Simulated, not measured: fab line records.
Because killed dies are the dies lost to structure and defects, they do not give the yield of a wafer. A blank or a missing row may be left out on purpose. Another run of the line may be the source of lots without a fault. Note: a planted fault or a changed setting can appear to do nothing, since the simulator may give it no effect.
The tool behind it: which one? / flow berkeleyCmos170 / 14 lots with 42 wafers sampled at 3 steps, on a route of 331 steps

## WHAT THE GAUGES SHOWED, per wafer
UCB170_PLDD_TW_MEAS_11.
lot=L541; measured=day 7 10:24; on=filmMetro-03; PLDD_TW=997 986 988
lot=L543; measured=day 7 18:39; on=filmMetro-03; PLDD_TW=987 994 990
lot=L544; measured=day 7 18:56; on=filmMetro-03; PLDD_TW=992 992 995
lot=L545; measured=day 8 14:19; on=filmMetro-01; PLDD_TW=999 1001 1004
lot=L547; measured=day 8 14:46; on=filmMetro-01; PLDD_TW=1008 1005 1004
lot=L546; measured=day 8 14:57; on=filmMetro-02; PLDD_TW=958 955 957 959 958 951
lot=L548; measured=day 8 15:11; on=filmMetro-01; PLDD_TW=1003 1001 999
lot=L550; measured=day 9 09:26; on=filmMetro-02; PLDD_TW=958 957 959 957 959 951
lot=L558; measured=day 11 18:46; on=filmMetro-03; PLDD_TW=998 1000 990
lot=L559; measured=day 11 19:11; on=filmMetro-03; PLDD_TW=993 1001 992
lot=L561; measured=day 11 22:04; on=filmMetro-01; PLDD_TW=1009 1007 1007
lot=L562; measured=day 11 22:20; on=filmMetro-02; PLDD_TW=1002 1007 1003
lot=L564; measured=day 12 09:47; on=filmMetro-03; PLDD_TW=985 989 995
lot=L563; measured=day 12 10:11; on=filmMetro-01; PLDD_TW=1006 1002 1000

UCB170_SDANNEAL_RS_MEAS_04: measurement is done with a four-point probe.
lot=L541; measured=day 8 05:05; on=filmMetro-02; PLDD_RS (ohm/sq)=1031 1031 1031
lot=L543; measured=day 8 11:04; on=filmMetro-02; PLDD_RS (ohm/sq)=1037 1033 1034
lot=L544; measured=day 8 11:28; on=filmMetro-01; PLDD_RS (ohm/sq)=1027 1027 1028
lot=L545; measured=day 9 08:32; on=filmMetro-01; PLDD_RS (ohm/sq)=1029 1026 1027
lot=L547; measured=day 9 08:42; on=filmMetro-03; PLDD_RS (ohm/sq)=1030 1029 1028
lot=L546; measured=day 9 07:32; on=filmMetro-01; PLDD_RS (ohm/sq)=1156 1159 1156 1156 1158 1157
lot=L548; measured=day 9 08:06; on=filmMetro-03; PLDD_RS (ohm/sq)=1032 1032 1034
lot=L550; measured=day 10 04:45; on=filmMetro-02; PLDD_RS (ohm/sq)=1166 1170 1164 1166 1166 1164
lot=L558; measured=day 12 11:27; on=filmMetro-01; PLDD_RS (ohm/sq)=1025 1027 1025
lot=L559; measured=day 12 11:20; on=filmMetro-03; PLDD_RS (ohm/sq)=1031 1028 1032
lot=L561; measured=day 12 11:56; on=filmMetro-01; PLDD_RS (ohm/sq)=1034 1032 1035
lot=L562; measured=day 12 12:37; on=filmMetro-01; PLDD_RS (ohm/sq)=1025 1026 1029
lot=L564; measured=day 12 22:42; on=filmMetro-01; PLDD_RS (ohm/sq)=1028 1030 1026
lot=L563; measured=day 12 23:19; on=filmMetro-01; PLDD_RS (ohm/sq)=1028 1027 1027

## WHAT TOOL EACH LOT RAN ON (gives the tool, then ch and the chambers of the sampled wafers, and finally the start)
lot=L541; UCB170_PLDD_IMPLANT_09=implanter-04 ch 0, day 7 10:09
lot=L543; UCB170_PLDD_IMPLANT_09=implanter-01 ch 0, day 7 18:26
lot=L544; UCB170_PLDD_IMPLANT_09=implanter-04 ch 0, day 7 18:41
lot=L545; UCB170_PLDD_IMPLANT_09=implanter-04 ch 0, day 8 14:05
lot=L547; UCB170_PLDD_IMPLANT_09=implanter-01 ch 0, day 8 14:34
lot=L546; UCB170_PLDD_IMPLANT_09=implanter-04 ch 0, day 8 14:42
lot=L548; UCB170_PLDD_IMPLANT_09=implanter-02 ch 0, day 8 14:56
lot=L550; UCB170_PLDD_IMPLANT_09=implanter-04 ch 0, day 9 09:13
lot=L558; UCB170_PLDD_IMPLANT_09=implanter-04 ch 0, day 11 18:31
lot=L559; UCB170_PLDD_IMPLANT_09=implanter-02 ch 0, day 11 18:56
lot=L561; UCB170_PLDD_IMPLANT_09=implanter-02 ch 0, day 11 21:49
lot=L562; UCB170_PLDD_IMPLANT_09=implanter-04 ch 0, day 11 22:05
lot=L564; UCB170_PLDD_IMPLANT_09=implanter-01 ch 0, day 12 09:32
lot=L563; UCB170_PLDD_IMPLANT_09=implanter-04 ch 0, day 12 09:57
- UCB170_PLDD_IMPLANT_09

## WHAT THE TOOLS THEMSELVES READ (means of the sampled wafers that have a number; where no wafer has one, the mark that the record gives instead)
UCB170_PLDD_IMPLANT_09.
lot=L541; tool=implanter-04; doseIonsCm2=5e+13; faradayCurrentUA=161; tiltDeg (degrees)=7.016
lot=L543; tool=implanter-01; doseIonsCm2=5e+13; faradayCurrentUA=161; tiltDeg (degrees)=7.022
lot=L544; tool=implanter-04; doseIonsCm2=5e+13; faradayCurrentUA=158; tiltDeg (degrees)=7.015
lot=L545; tool=implanter-04; doseIonsCm2=5e+13; faradayCurrentUA=159; tiltDeg (degrees)=7.006
lot=L547; tool=implanter-01; doseIonsCm2=5e+13; faradayCurrentUA=160; tiltDeg (degrees)=6.959
lot=L546; tool=implanter-04; doseIonsCm2=4e+13; faradayCurrentUA=115; tiltDeg (degrees)=7.006
lot=L548; tool=implanter-02; doseIonsCm2=5e+13; faradayCurrentUA=160; tiltDeg (degrees)=7.028
lot=L550; tool=implanter-04; doseIonsCm2=4e+13; faradayCurrentUA=114; tiltDeg (degrees)=7.003
lot=L558; tool=implanter-04; doseIonsCm2=5e+13; faradayCurrentUA=158; tiltDeg (degrees)=6.993
lot=L559; tool=implanter-02; doseIonsCm2=5e+13; faradayCurrentUA=160; tiltDeg (degrees)=7.002
lot=L561; tool=implanter-02; doseIonsCm2=5e+13; faradayCurrentUA=162; tiltDeg (degrees)=7.023
lot=L562; tool=implanter-04; doseIonsCm2=5e+13; faradayCurrentUA=155; tiltDeg (degrees)=6.953
lot=L564; tool=implanter-01; doseIonsCm2=5e+13; faradayCurrentUA=156; tiltDeg (degrees)=7.009
lot=L563; tool=implanter-04; doseIonsCm2=5e+13; faradayCurrentUA=159; tiltDeg (degrees)=7.011

## THE ANSWER, worked out from the rows above alone
Rule: the usual values come from the lots themselves. Put in order of their means at a reading, lots are off if they are a third of the lots or fewer, leave a main group of 4 or more, and stand apart from it by a gap of 3 or more times the standard deviation of the main group's means; of several such gaps the widest counts. If all means in a main group match to the digits the tables above print for the reading, that group is not used. Also off: a lot with no number at a reading for which 4 or more lots have one. Any other lot the step has rows for is counted as sound. First the gauges in route order, then the tools' own readings, where a lot's mean is used as printed above. At the first step where some lot is off, the reading lying furthest off is the one used; lots without a number count as furthest.
Off: L546, L550, at UCB170_PLDD_TW_MEAS_11 (PLDD_TW). For the main group the mean is 998 and the standard deviation 6.1.
If a tool, at a process step before that reading, ran all the lots that are off and no sound lot after the first of them, it fits. The gauges at UCB170_PLDD_TW_MEAS_11 aren't tried: what is off there is off at UCB170_PLDD_IMPLANT_09 too, on other tools, and a gauge's error can't cause that. None of those tried fits.

## WHAT THE SIMULATOR HAD PUT IN
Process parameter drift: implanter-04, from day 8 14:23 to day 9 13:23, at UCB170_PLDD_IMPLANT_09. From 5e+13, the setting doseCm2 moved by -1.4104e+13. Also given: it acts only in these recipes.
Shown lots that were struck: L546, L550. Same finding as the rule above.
